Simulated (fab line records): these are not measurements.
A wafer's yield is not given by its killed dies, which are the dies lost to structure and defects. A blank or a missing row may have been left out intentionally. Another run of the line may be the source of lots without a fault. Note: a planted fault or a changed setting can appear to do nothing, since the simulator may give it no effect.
fab line records -- flow berkeley_cmos170
record lots=5, wafers=15, last_day=12
route steps=331 shown CONTACT@226 M1@238
lots with no fault: from the same line, run without faults
start_h: hours from the record's first day to the start of the lot's first wafer shown -- wait_h: hours since the lot's step before -- " same as the row above -- L1.1+2: a row that stands for several wafers -- - either no value or no given start -- * or withheld: withheld -- < > ~ a bound
route shown NAME@n: names a module that has steps shown in the file, with the first one's number in the route -- usual: mean and standard deviation over wafers with no fault -- same: alike in all rows -- chamber/n: place in a boat -- sites: readings site by site -- _std_site: standard deviation of those values -- _edge_site: inner sites' mean taken away from outer sites' mean -- radius_mm: for every site, how far away it sits from the centre of the wafer -- mask NAME#n: copy n -- behind: the most recent tool/chamber to have shaped the wafer -- hold: the reason the lot was held/the length of the hold in hours/how it ended -- device: whichever transistor did not switch (one of n, p or np) -- end of line: at the end of the route, the tests of the same wafers -- where a step has no rows: the recipe by itself -- killed: dies that structure and defects cost at the first sort, which is not the same as the wafer's yield -- map: dies across one wafer; x = killed, . = not, _ = none there
set.NAME: the setting that was run; set.NAME@STEP: the one run at that earlier step -- model.NAME: the simulator's own value behind a step, which no gauge read
a table for each step, a row for each wafer; lots at some steps of the route
services: when a tool's chamber went out of use (start_h, in hours from the record's first day, below 0 if earlier), for how many hours, and the reason
## steps
# step UCB170_CONTACT_COAT_10
# recipe resist=KrF, spin_rpm=1500, resist_thk_nm=900
# step UCB170_CONTACT_SOFTBAKE_11
# recipe resist=KrF, temp_c=130, time_s=60
# step UCB170_CONTACT_EXPOSE_12
# recipe mask_id=CONT, target_cd_nm=700, na=0.5, sigma_outer=0.6, source_shape=conventional, dose_mj=34.17
# step UCB170_CONTACT_PEB_13
# recipe peb_temp_c=130, peb_time_s=withheld, resist=KrF
# step UCB170_CONTACT_DEVELOP_14
# recipe developer=TMAH, develop_time_s=45, resist=KrF, dev_temp_c=21
# step UCB170_CONTACT_CD_MEAS_15
# recipe target_cd_nm=700
# usual cd_nm=699.9/1.5
lot.wafer,tool,chamber,start_h,wait_h,cd_nm
L230.1,cd_sem-02,-,152.62,-,702.1
L230.3,cd_sem-02,-,152.62,-,701.6
L230.4,cd_sem-02,-,152.62,-,701.9
L237.2,cd_sem-01,-,196.82,-,700.8
L237.4,cd_sem-01,-,196.82,-,701.0
L237.5,cd_sem-01,-,196.82,-,700.8
L244.1,cd_sem-01,-,236.94,-,699.7
L244.2,cd_sem-01,-,236.94,-,698.4
L244.6,cd_sem-01,-,236.94,-,698.0
L242.3,cd_sem-02,-,237.26,-,697.8
L242.4,cd_sem-02,-,237.26,-,696.3
L242.6,cd_sem-02,-,237.26,-,696.8
L249.2,cd_sem-02,-,254.91,-,698.6
L249.5,cd_sem-02,-,254.91,-,698.4
L249.6,cd_sem-02,-,254.91,-,698.3
# step UCB170_CONTACT_OVL_MEAS_16
# usual CONTACT_OVL=-1/7.6
lot.wafer,tool,chamber,start_h,wait_h,CONTACT_OVL[nm]
L230.1,overlay-02,-,152.74,0.1,1
L230.3,overlay-02,-,152.74,0.1,-2
L230.4,overlay-02,-,152.74,0.1,-3
L237.2,overlay-01,-,196.92,0.1,-5
L237.4,overlay-01,-,196.92,0.1,-6
L237.5,overlay-01,-,196.92,0.1,-19
L244.1,overlay-01,-,237.06,0.1,4
L244.2,overlay-01,-,237.06,0.1,-1
L244.6,overlay-01,-,237.06,0.1,5
L242.3,overlay-01,-,237.35,0.1,0
L242.4,overlay-01,-,237.35,0.1,-4
L242.6,overlay-01,-,237.35,0.1,-5
L249.2,overlay-02,-,255.01,0.1,3
L249.5,overlay-02,-,255.01,0.1,-1
L249.6,overlay-02,-,255.01,0.1,5
# step UCB170_CONTACT_ETCH_17
# recipe chemistry=N2/H2, target_depth_a=withheld, overetch_a=withheld, target=BARC, time_s=withheld, source_w=500, bias_w=100, pressure_mtorr=30, n2_flow_sccm=100, h2_flow_sccm=200
# usual drypump_motor_current_A=5.6/0.38, oes_product_au=0.995/0.017, throttle_valve_pct=13.33/0.2
lot.wafer,tool,chamber,start_h,wait_h,drypump_motor_current_A,oes_product_au,throttle_valve_pct
L230.1,rie_diel-02,3,152.78,0.0,6.0,0.973,13.39
L230.3,rie_diel-02,2,152.78,0.0,5.8,0.997,13.58
L230.4,rie_diel-02,0,152.78,0.0,5.7,0.976,13.08
L237.2,rie_diel-02,3,196.95,0.0,6.0,0.981,13.37
L237.4,rie_diel-02,1,196.95,0.0,5.8,1.003,13.14
L237.5,rie_diel-02,1,196.95,0.0,5.9,0.996,13.14
L244.1,rie_diel-02,0,237.10,0.0,5.7,0.993,13.10
L244.2,rie_diel-02,3,237.10,0.0,6.0,0.985,13.40
L244.6,rie_diel-02,3,237.10,0.0,6.0,0.986,13.39
L242.3,rie_diel-03,1,237.37,0.0,6.0,0.966,13.07
L242.4,rie_diel-03,3,237.37,0.0,5.5,1.014,12.97
L242.6,rie_diel-03,2,237.37,0.0,5.7,1.006,13.48
L249.2,rie_diel-02,2,255.04,0.0,5.9,1.014,13.57
L249.5,rie_diel-02,2,255.04,0.0,5.9,1.019,13.56
L249.6,rie_diel-02,3,255.04,0.0,6.0,0.976,13.38
# step UCB170_CONTACT_ETCH_18
# recipe chemistry=CHF3/CF4/Ar, target=PSG, stop_on=TiSi2, CHF3_flow_sccm=45, cf4_flow_sccm=15, Ar_flow_sccm=150, pressure_mtorr=200, rf_w=700, target_depth_a=8400, over_etch_frac=0.2, time_s=195
# usual drypump_motor_current_A=5.6/0.38, oes_product_au=0.889/0.014, throttle_valve_pct=6.95/0.14
lot.wafer,tool,chamber,start_h,wait_h,drypump_motor_current_A,oes_product_au,rf_hours_counter_h,throttle_valve_pct
L230.1,rie_diel-02,3,-,-,6.0,0.870,15,6.92
L230.3,rie_diel-02,2,-,-,5.9,0.901,26,7.14
L230.4,rie_diel-02,0,-,-,5.7,0.893,71,6.82
L237.2,rie_diel-02,3,-,-,6.0,0.871,17,6.92
L237.4,rie_diel-02,1,-,-,5.8,0.892,100,6.81
L237.5,rie_diel-02,1,-,-,5.8,0.880,-,6.82
L244.1,rie_diel-02,0,-,-,5.8,0.902,75,6.83
L244.2,rie_diel-02,3,-,-,6.0,0.879,19,6.92
L244.6,rie_diel-02,3,-,-,6.0,0.882,-,6.93
L242.3,rie_diel-03,1,-,-,6.0,0.856,9,6.79
L242.4,rie_diel-03,3,-,-,5.5,0.898,4,6.75
L242.6,rie_diel-03,2,-,-,5.7,0.869,-,7.09
L249.2,rie_diel-02,2,-,-,5.9,0.899,30,7.12
L249.5,rie_diel-02,2,-,-,5.9,0.900,-,7.12
L249.6,rie_diel-02,3,-,-,6.0,0.883,-,6.93
# step UCB170_CONTACT_STRIP_19
# recipe chemistry=O2, power_w=400, pressure_mtorr=3500, platen_temp_c=withheld, o2_flow_sccm=400, overash_fraction=0.5
# usual drypump_motor_current_A=5.9/0.5, o2_flow_sccm=399.9/1.2, oes_product_au=0.725/0.0043
lot.wafer,tool,chamber,start_h,wait_h,drypump_motor_current_A,o2_flow_sccm,oes_product_au,rf_hours_counter_h
L230.1,plasma_asher-04,0,152.94,-,6.2,400.6,0.734,3
L230.3,plasma_asher-04,1,152.94,-,5.3,402.1,0.726,-
L230.4,plasma_asher-04,0,152.94,-,6.3,399.4,0.730,-
L237.2,plasma_asher-01,0,197.12,-,5.2,399.2,0.723,51
L237.4,plasma_asher-01,0,197.12,-,5.2,402.1,0.722,-
L237.5,plasma_asher-01,1,197.12,-,5.5,400.0,0.727,-
L244.1,plasma_asher-02,0,237.27,-,5.8,399.7,0.728,43
L244.2,plasma_asher-02,1,237.27,-,6.5,397.7,0.725,43
L244.6,plasma_asher-02,0,237.27,-,5.8,399.9,0.734,-
L242.3,plasma_asher-01,1,237.57,-,5.5,399.6,0.721,-
L242.4,plasma_asher-01,0,237.57,-,5.1,400.3,0.734,-
L242.6,plasma_asher-01,1,237.57,-,5.5,399.5,0.727,-
L249.2,plasma_asher-04,1,255.21,-,5.3,399.6,0.731,15
L249.5,plasma_asher-04,0,255.21,-,6.3,401.1,0.731,-
L249.6,plasma_asher-04,1,255.21,-,5.3,400.5,0.733,-
# step UCB170_CONTACT_CD_MEAS_90
# recipe target_cd_nm=700
# usual cd_nm=699.8/1.5
lot.wafer,tool,chamber,start_h,wait_h,cd_nm
L230.1,cd_sem-02,-,153.04,0.1,701.0
L230.3,cd_sem-02,-,153.04,0.1,701.6
L230.4,cd_sem-02,-,153.04,0.1,701.3
L237.2,cd_sem-01,-,197.24,0.1,700.3
L237.4,cd_sem-01,-,197.24,0.1,701.3
L237.5,cd_sem-01,-,197.24,0.1,701.4
L244.1,cd_sem-02,-,237.46,0.2,698.9
L244.2,cd_sem-02,-,237.46,0.2,698.4
L244.6,cd_sem-02,-,237.46,0.2,697.8
L242.3,cd_sem-02,-,237.86,0.3,697.3
L242.4,cd_sem-02,-,237.86,0.3,696.4
L242.6,cd_sem-02,-,237.86,0.3,696.2
L249.2,cd_sem-01,-,255.33,0.1,698.5
L249.5,cd_sem-01,-,255.33,0.1,699.3
L249.6,cd_sem-01,-,255.33,0.1,698.2
# step UCB170_CONTACT_CLEAN_20
# recipe chemistry=SPM, temp_c=120, time_s=600
# step UCB170_M1_SPUTTER_00
# recipe material=Al, target_thk_nm=600, time_s=80, power_w=6000, chamber_pressure_pa=0.5
# usual throttle_valve_pct=30.1/0.89
lot.wafer,tool,chamber,start_h,wait_h,throttle_valve_pct,model.Al_of_M1_SPUTTER_00.thk_nm
L230.1,pvd_sputter-02,-,153.34,0.0,29.5,594.2
L230.3,pvd_sputter-02,-,153.34,0.0,30.4,596.5
L230.4,pvd_sputter-02,-,153.34,0.0,30.3,592.6
L237.2,pvd_sputter-04,-,198.01,0.0,31.0,610.3
L237.4,pvd_sputter-04,-,198.01,0.0,28.7,615
L237.5,pvd_sputter-04,-,198.01,0.0,30.8,610.7
L244.1,pvd_sputter-02,-,237.75,0.0,30.8,601.3
L244.2,pvd_sputter-02,-,237.75,0.0,29.3,788
L244.6,pvd_sputter-02,-,237.75,0.0,30.6,604.8
L242.3,pvd_sputter-04,-,238.28,0.0,28.8,613.9
L242.4,pvd_sputter-04,-,238.28,0.0,31.3,616.9
L242.6,pvd_sputter-04,-,238.28,0.0,30.8,616.6
L249.2,pvd_sputter-01,-,255.75,0.0,28.8,607.3
L249.5,pvd_sputter-01,-,255.75,0.0,30.1,600.9
L249.6,pvd_sputter-01,-,255.75,0.0,31.0,602.2
# step UCB170_M1_RS_MEAS_01
# recipe thk_meas_gauge=four-point-probe, reads=Al_of_M1_SPUTTER_00
# usual M1_AL_RS=0.0482/0.00046
lot.wafer,tool,chamber,start_h,wait_h,M1_AL_RS[ohm/sq]
L230.1,film_metro-03,-,153.44,0.1,0.0489
L230.3,film_metro-03,-,153.44,0.1,0.0487
L230.4,film_metro-03,-,153.44,0.1,0.0491
L237.2,film_metro-01,-,198.09,0.1,0.0476
L237.4,film_metro-01,-,198.09,0.1,0.0473
L237.5,film_metro-01,-,198.09,0.1,0.0478
L244.1,film_metro-02,-,237.81,0.0,0.0483
L244.2,film_metro-02,-,237.81,0.0,0.0367
L244.6,film_metro-02,-,237.81,0.0,0.0481
L242.3,film_metro-03,-,238.38,0.1,0.0473
L242.4,film_metro-03,-,238.38,0.1,0.0471
L242.6,film_metro-03,-,238.38,0.1,0.0471
L249.2,film_metro-02,-,255.83,0.1,0.0480
L249.5,film_metro-02,-,255.83,0.1,0.0485
L249.6,film_metro-02,-,255.83,0.1,0.0484
# step UCB170_M1_THK_MEAS_02
# recipe thk_meas_gauge=xrf, reads=Al_of_M1_SPUTTER_00
# usual M1_AL_THK=615/8.4
lot.wafer,tool,chamber,start_h,wait_h,M1_AL_THK[nm]
L230.1,film_metro-03,-,153.56,0.1,601
L230.3,film_metro-03,-,153.56,0.1,603
L230.4,film_metro-03,-,153.56,0.1,597
L237.2,film_metro-01,-,198.20,0.1,627
L237.4,film_metro-01,-,198.20,0.1,631
L237.5,film_metro-01,-,198.20,0.1,628
L244.1,film_metro-02,-,237.93,0.1,614
L244.2,film_metro-02,-,237.93,0.1,801
L244.6,film_metro-02,-,237.93,0.1,620
L242.3,film_metro-03,-,238.48,0.1,622
L242.4,film_metro-03,-,238.48,0.1,625
L242.6,film_metro-03,-,238.48,0.1,624
L249.2,film_metro-02,-,255.94,0.1,624
L249.5,film_metro-02,-,255.94,0.1,620
L249.6,film_metro-02,-,255.94,0.1,616
# step UCB170_M1_COAT_03
# recipe resist=BARC, temp_c=withheld, time_s=withheld, spin_rpm=3000, resist_thk_nm=withheld
# step UCB170_M1_COAT_04
# recipe resist=KrF, spin_rpm=1500, resist_thk_nm=900
# step UCB170_M1_SOFTBAKE_05
# recipe resist=KrF, temp_c=130, time_s=60
# step UCB170_M1_EXPOSE_06
# recipe mask_id=METAL1, target_cd_nm=700, na=0.5, sigma_outer=0.6, source_shape=conventional, dose_mj=21
# step UCB170_M1_PEB_07
# recipe peb_temp_c=130, peb_time_s=withheld, resist=KrF
# step UCB170_M1_DEVELOP_08
# recipe developer=TMAH, develop_time_s=45, resist=KrF, dev_temp_c=21
# step UCB170_M1_CD_MEAS_09
# recipe target_cd_nm=700
# usual cd_nm=700.0/1.5
lot.wafer,tool,chamber,start_h,wait_h,cd_nm
L230.1,cd_sem-01,-,154.85,-,699.0
L230.3,cd_sem-01,-,154.85,-,700.7
L230.4,cd_sem-01,-,154.85,-,701.3
L237.2,cd_sem-01,-,199.11,-,698.2
L237.4,cd_sem-01,-,199.11,-,699.4
L237.5,cd_sem-01,-,199.11,-,698.8
L244.1,cd_sem-01,-,239.62,-,701.2
L244.2,cd_sem-01,-,239.62,-,701.4
L244.6,cd_sem-01,-,239.62,-,700.4
L242.3,cd_sem-02,-,240.77,-,700.4
L242.4,cd_sem-02,-,240.77,-,700.6
L242.6,cd_sem-02,-,240.77,-,701.5
L249.2,cd_sem-02,-,256.96,-,698.3
L249.5,cd_sem-02,-,256.96,-,699.7
L249.6,cd_sem-02,-,256.96,-,699.4
# step UCB170_M1_OVL_MEAS_10
# usual M1_OVL=-5/5.2
lot.wafer,tool,chamber,start_h,wait_h,M1_OVL[nm]
L230.1,overlay-01,-,154.97,0.1,-1
L230.3,overlay-01,-,154.97,0.1,1
L230.4,overlay-01,-,154.97,0.1,-3
L237.2,overlay-01,-,199.22,0.1,7
L237.4,overlay-01,-,199.22,0.1,-1
L237.5,overlay-01,-,199.22,0.1,7
L244.1,overlay-02,-,239.74,0.1,-9
L244.2,overlay-02,-,239.74,0.1,-8
L244.6,overlay-02,-,239.74,0.1,0
L242.3,overlay-02,-,240.86,0.1,-5
L242.4,overlay-02,-,240.86,0.1,-6
L242.6,overlay-02,-,240.86,0.1,-13
L249.2,overlay-01,-,257.06,0.1,3
L249.5,overlay-01,-,257.06,0.1,-2
L249.6,overlay-01,-,257.06,0.1,-7
# step UCB170_M1_ETCH_11
# recipe chemistry=N2/H2, target_depth_a=withheld, overetch_a=withheld, target=BARC, time_s=withheld, source_w=500, bias_w=100, pressure_mtorr=30, n2_flow_sccm=100, h2_flow_sccm=200
# usual drypump_motor_current_A=5.7/0.55, oes_product_au=0.993/0.013, throttle_valve_pct=13.43/0.23
lot.wafer,tool,chamber,start_h,wait_h,drypump_motor_current_A,oes_product_au,throttle_valve_pct
L230.1,rie_diel-04,1,155.01,0.0,4.8,0.999,13.64
L230.3,rie_diel-04,3,155.01,0.0,5.0,0.980,13.36
L230.4,rie_diel-04,2,155.01,0.0,6.5,1.004,13.75
L237.2,rie_diel-02,1,199.25,0.0,5.9,0.995,13.15
L237.4,rie_diel-02,3,199.25,0.0,6.0,0.986,13.38
L237.5,rie_diel-02,0,199.25,0.0,5.7,0.989,13.10
L244.1,rie_diel-02,3,239.77,0.0,6.0,0.976,13.39
L244.2,rie_diel-02,0,239.77,0.0,5.7,0.992,13.09
L244.6,rie_diel-02,2,239.77,0.0,5.9,1.013,13.57
L242.3,rie_diel-04,2,240.88,0.0,6.5,1.003,13.75
L242.4,rie_diel-04,3,240.88,0.0,5.0,0.977,13.35
L242.6,rie_diel-04,3,240.88,0.0,5.0,0.980,13.36
L249.2,rie_diel-04,2,257.09,0.0,6.5,1.002,13.74
L249.5,rie_diel-04,0,257.09,0.0,5.7,0.998,13.41
L249.6,rie_diel-04,1,257.09,0.0,4.8,1.002,13.65
# step UCB170_M1_METAL_ETCH_12
# recipe chemistry=Cl2/BCl3, target=Al, stop_on=PSG, pressure_mtorr=12, target_depth_a=7800, over_etch_frac=0.3, time_s=130, icp_w=600, bias_w=120, Cl2_flow_sccm=90, bcl3_flow_sccm=45
# usual drypump_motor_current_A=5.7/0.54, oes_product_au=0.854/0.016, throttle_valve_pct=24.35/0.15
lot.wafer,tool,chamber,start_h,wait_h,drypump_motor_current_A,oes_product_au,rf_hours_counter_h,throttle_valve_pct
L230.1,rie_metal-04,0,155.05,-,6.4,0.833,10,24.35
L230.3,rie_metal-04,0,155.05,-,6.3,0.843,-,24.35
L230.4,rie_metal-04,1,155.05,-,5.0,0.824,-,24.27
L237.2,rie_metal-04,1,199.33,-,5.0,0.850,-,24.24
L237.4,rie_metal-04,1,199.33,-,5.0,0.852,-,24.24
L237.5,rie_metal-04,1,199.33,-,5.0,0.856,-,24.26
L244.1,rie_metal-03,0,239.82,-,6.3,0.852,1,24.32
L244.2,rie_metal-03,1,239.82,-,6.1,0.994,16,24.51
L244.6,rie_metal-03,1,239.82,-,6.1,0.859,-,24.58
L242.3,rie_metal-02,0,240.97,-,5.7,0.899,-,24.52
L242.4,rie_metal-02,1,240.97,-,5.2,0.865,-,24.14
L242.6,rie_metal-02,1,240.97,-,5.2,0.861,-,24.13
L249.2,rie_metal-04,0,257.13,-,6.4,0.855,0,24.31
L249.5,rie_metal-04,0,257.13,-,6.4,0.854,-,24.31
L249.6,rie_metal-04,1,257.13,-,5.1,0.834,-,24.25
# step UCB170_M1_STRIP_13
# recipe chemistry=O2, power_w=400, pressure_mtorr=3500, platen_temp_c=withheld, o2_flow_sccm=400, overash_fraction=0.5
# usual drypump_motor_current_A=5.7/0.37, o2_flow_sccm=399.9/1.1, oes_product_au=0.720/0.0045
lot.wafer,tool,chamber,start_h,wait_h,drypump_motor_current_A,o2_flow_sccm,oes_product_au,rf_hours_counter_h
L230.1,plasma_asher-03,0,155.18,0.1,6.0,400.7,0.719,46
L230.3,plasma_asher-03,0,155.18,0.1,6.0,400.4,0.725,-
L230.4,plasma_asher-03,1,155.18,0.1,5.5,399.5,0.716,-
L237.2,plasma_asher-01,1,199.55,0.2,5.5,400.8,0.719,51
L237.4,plasma_asher-01,1,199.55,0.2,5.5,398.9,0.717,-
L237.5,plasma_asher-01,1,199.55,0.2,5.5,400.7,0.720,-
L244.1,plasma_asher-03,0,239.95,0.1,6.0,399.7,0.724,54
L244.2,plasma_asher-03,1,239.95,0.1,5.5,399.5,0.717,54
L244.6,plasma_asher-03,1,239.95,0.1,5.5,399.1,0.717,-
L242.3,plasma_asher-03,0,241.09,0.1,6.0,401.2,0.723,-
L242.4,plasma_asher-03,1,241.09,0.1,5.5,398.3,0.710,-
L242.6,plasma_asher-03,1,241.09,0.1,5.5,400.1,0.726,-
L249.2,plasma_asher-03,0,257.27,0.1,6.0,399.8,0.716,57
L249.5,plasma_asher-03,0,257.27,0.1,6.0,400.6,0.728,-
L249.6,plasma_asher-03,1,257.27,0.1,5.5,399.6,0.724,-
## services
tool,chamber,start_h,hours,kind
rie_diel-04,1,132.37,-,clean
rie_diel-04,1,132.37,12.8,scheduled_down
rie_diel-04,1,132.37,12.8,vent_cycle
rie_metal-03,-,132.51,2.8,pm
rie_diel-03,2,140.15,7.9,repair
pvd_sputter-04,-,163.87,3.8,repair
pvd_sputter-02,-,182.59,2.9,repair
pvd_sputter-01,-,196.01,6.9,repair
rie_metal-04,0,196.62,6.2,repair
rie_diel-03,2,201.84,4.0,repair
rie_diel-04,1,203.93,10.9,repair
rie_diel-02,2,205.21,10.4,repair
plasma_asher-02,-,206.09,1.5,repair
rie_metal-02,0,216.42,4.2,repair
rie_diel-02,0,227.24,6.7,repair
pvd_sputter-01,-,232.76,0.8,repair
rie_metal-04,0,233.94,-,clean
rie_metal-04,0,233.94,13.3,scheduled_down
rie_metal-04,0,233.94,13.3,vent_cycle
plasma_asher-02,-,242.49,5.4,repair
rie_diel-04,3,243.80,-,clean
rie_diel-04,3,243.80,22.7,scheduled_down
plasma_asher-01,-,248.32,14.6,pm
rie_diel-04,0,251.48,1.7,repair
## key
first_sign step=UCB170_M1_RS_MEAS_01, reading=M1_AL_RS, direction=down, sigmas=25, usual=0.0482, struck=0.0367
effect step=UCB170_M1_THK_MEAS_02, reading=M1_AL_THK, direction=up, sigmas=22, usual=615, struck=801
effect step=UCB170_M1_METAL_ETCH_12, reading=oes_product_au, direction=up, sigmas=8.5, usual=0.854, struck=0.994
model_effect step=UCB170_M1_SPUTTER_00, value=Al_of_M1_SPUTTER_00.thk_nm, without=602.9, struck=788
met_at UCB170_M1_SPUTTER_00
struck_wafers L244.2
later_rows_left_out L244.2
sort_left_out L244.2
onset_between 153.34 237.75
fault kind=process_parameter_drift, tool=pvd_sputter-02, chamber=-, onset_h=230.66, steps=UCB170_M1_SPUTTER_00, channel=target_thk_nm, offset=185.16, shape=step, end_h=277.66, acts_in=these_recipes_only, stated=600, scope=struck_wafers_only
# sort_left_out: the simulated sort isn't trusted on such a fault, so these wafers' sort isn't shown, and their yield isn't known
# later_rows_left_out: the simulator's readings of these wafers behind a module that went badly wrong aren't trusted and aren't shown, but for the sort
